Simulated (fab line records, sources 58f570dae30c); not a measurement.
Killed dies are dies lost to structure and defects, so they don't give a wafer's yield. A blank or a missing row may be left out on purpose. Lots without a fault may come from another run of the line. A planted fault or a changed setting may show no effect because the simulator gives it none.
A struck lot beside a sound one | flow berkeley_cmos170 | 43 steps out of a route of 331
Sound: wafers L349.3, L349.5, L349.6. Struck: wafers L362.2, L362.3, L362.6. The cause comes at the end.
At each step with rows: each side's tool, then ch and its chambers, then its first start. Under that, the readings that differ: sound wafers | struck wafers | difference of the means | sigmas: that difference in standard deviations of wafers without a fault.
alike: readings whose means differ by less than 2 such deviations, and words and numbers that are the same on both sides. not compared: withheld readings, readings that some wafer has no value for, bounds like >300 that may hide the same value, and numbers for which the record gives no deviation and whose values overlap.
The two part at a step that has a row with sigmas, a row that says differs or no value, or rows on one side only. Numbers that don't overlap but have no deviation are shown without sigmas and don't part them. A reading that every wafer of one side lacks parts them only if that side has two wafers or more.

UCB170_GATE_ETCH_15: etches poly-Si in HBr/Cl2, stops on SiO2, time 56.3 s, target depth 278.2 nm.
  sound on rie_si-02 ch 0,1, day 9 09:00; struck on rie_si-01 ch 1,2,3, day 11 08:02
  alike: drypump_motor_current_A, oes_product_au, throttle_valve_pct
  not compared: rf_hours_counter_h
UCB170_GATE_STRIP_16: strips in O2.
  sound on plasma_asher-01 ch 0,1, day 9 09:05; struck on plasma_asher-01 ch 0, day 11 08:05
  alike: drypump_motor_current_A, o2_flow_sccm, oes_product_au
  not compared: rf_hours_counter_h
UCB170_GATE_CD_MEAS_90: target cd 350 nm.
  sound on cd_sem-02, day 9 09:11; struck on cd_sem-01, day 11 08:13
  alike: cd_nm
then, 7 steps without rows for these wafers: UCB170_GATE_CLEAN_17 (cleans in SPM, time 600 s); UCB170_PLDD_HMDS_00 (prime time 60 s); UCB170_PLDD_COAT_01 (resist thk 900 nm); UCB170_PLDD_SOFTBAKE_02 (time 60 s); UCB170_PLDD_EXPOSE_03 (exposes mask PSELECT, target cd 1200 nm); UCB170_PLDD_PEB_04; UCB170_PLDD_DEVELOP_05 (develop time 45 s).
UCB170_PLDD_CD_MEAS_06: target cd 1200 nm.
  sound on cd_sem-02, day 9 11:13; struck on cd_sem-02, day 11 09:36
  alike: cd_nm
UCB170_PLDD_OVL_MEAS_07:
  sound on overlay-01, day 9 11:18; struck on overlay-01, day 11 09:43
  alike: PLDD_OVL
UCB170_PLDD_IMPLANT_08:
  sound on implanter-04 ch 0, day 9 11:22; struck on implanter-04 ch 0, day 11 09:46
  alike: beam_energy_keV, beam_on_s
then, 1 step without rows for these wafers: UCB170_PLDD_IMPLANT_09.
UCB170_PLDD_STRIP_10: strips in O2.
  sound on plasma_asher-03 ch 0,1, day 9 11:40; struck on plasma_asher-02 ch 0, day 11 10:02
  reading                      | sound             | struck            | difference | sigmas
  strip_time_to_endpoint_s (s) | 21.59 21.59 21.56 | 21.70 21.80 21.72 | +0.16      | +2
  alike: drypump_motor_current_A, o2_flow_sccm, oes_product_au
  not compared: rf_hours_counter_h
UCB170_PLDD_TW_MEAS_11:
  sound on film_metro-02, day 9 11:44; struck on film_metro-01, day 11 10:09
  alike: PLDD_TW
then, 7 steps without rows for these wafers: UCB170_PLDD_CLEAN_12 (cleans in SPM, time 600 s); UCB170_NLDD_HMDS_00 (prime time 60 s); UCB170_NLDD_COAT_01 (resist thk 900 nm); UCB170_NLDD_SOFTBAKE_02 (time 60 s); UCB170_NLDD_EXPOSE_03 (exposes mask NSELECT, target cd 1200 nm); UCB170_NLDD_PEB_04; UCB170_NLDD_DEVELOP_05 (develop time 45 s).
UCB170_NLDD_CD_MEAS_06: target cd 1200 nm.
  sound on cd_sem-01, day 9 12:50; struck on cd_sem-01, day 11 12:21
  alike: cd_nm
UCB170_NLDD_OVL_MEAS_07:
  sound on overlay-02, day 9 12:56; struck on overlay-02, day 11 12:27
  alike: NLDD_OVL
then, 2 steps without rows for these wafers: UCB170_NLDD_IMPLANT_08; UCB170_NLDD_IMPLANT_09.
UCB170_NLDD_STRIP_10: strips in O2.
  sound on plasma_asher-01 ch 0,1, day 9 13:17; struck on plasma_asher-02 ch 0,1, day 11 12:47
  alike: drypump_motor_current_A, o2_flow_sccm, oes_product_au, strip_time_to_endpoint_s
  not compared: rf_hours_counter_h
UCB170_NLDD_TW_MEAS_11:
  sound on film_metro-03, day 9 13:23; struck on film_metro-02, day 11 12:53
  alike: NLDD_TW
then, 1 step without rows for these wafers: UCB170_NLDD_CLEAN_12 (cleans in SPM, time 600 s).
UCB170_SPACER_CVD_00: deposits SiO2 from TEOS/O2, target thk 376 nm, time 47 s.
  sound on pecvd-01 ch 0,1, day 9 13:35; struck on pecvd-02 ch 0,2, day 11 13:12
  reading            | sound       | struck      | difference | sigmas
  heater_power_w (W) | 245 255 278 | 397 324 401 | +115       | +2
UCB170_SPACER_THK_MEAS_01:
  sound on film_metro-04, day 9 13:40; struck on film_metro-04, day 11 13:15
  alike: SPACER_TEOS_THK
then, 8 steps without rows for these wafers: UCB170_SPACER_ANNEAL_02 (time 1800 s); UCB170_SPACER_ETCHBACK_03 (etches SiO2 in CHF3/CF4/Ar, stops on Si, target depth 376 nm, time 100 s); UCB170_PSD_HMDS_00 (prime time 60 s); UCB170_PSD_COAT_01 (resist thk 900 nm); UCB170_PSD_SOFTBAKE_02 (time 60 s); UCB170_PSD_EXPOSE_03 (exposes mask PSELECT MOD, target cd 1200 nm); UCB170_PSD_PEB_04; UCB170_PSD_DEVELOP_05 (develop time 45 s).
UCB170_PSD_CD_MEAS_06: target cd 1200 nm.
  sound on cd_sem-01, day 9 19:33; struck on cd_sem-01, day 11 19:44
  reading    | sound                | struck               | difference | sigmas
  cd_nm (nm) | 1197.9 1196.9 1196.0 | 1199.9 1201.7 1202.3 | +4.4       | +3
UCB170_PSD_OVL_MEAS_07:
  sound on overlay-01, day 9 19:40; struck on overlay-01, day 11 19:51
  alike: PSD_OVL
UCB170_M3_PROBE_99:
  the record has rows for the struck wafers here (prober-01, day 12 22:08) and none for the sound ones

WHERE THEY PART
First at UCB170_PLDD_STRIP_10; last, within this record, at UCB170_M3_PROBE_99.

WHY: what the simulator had put in
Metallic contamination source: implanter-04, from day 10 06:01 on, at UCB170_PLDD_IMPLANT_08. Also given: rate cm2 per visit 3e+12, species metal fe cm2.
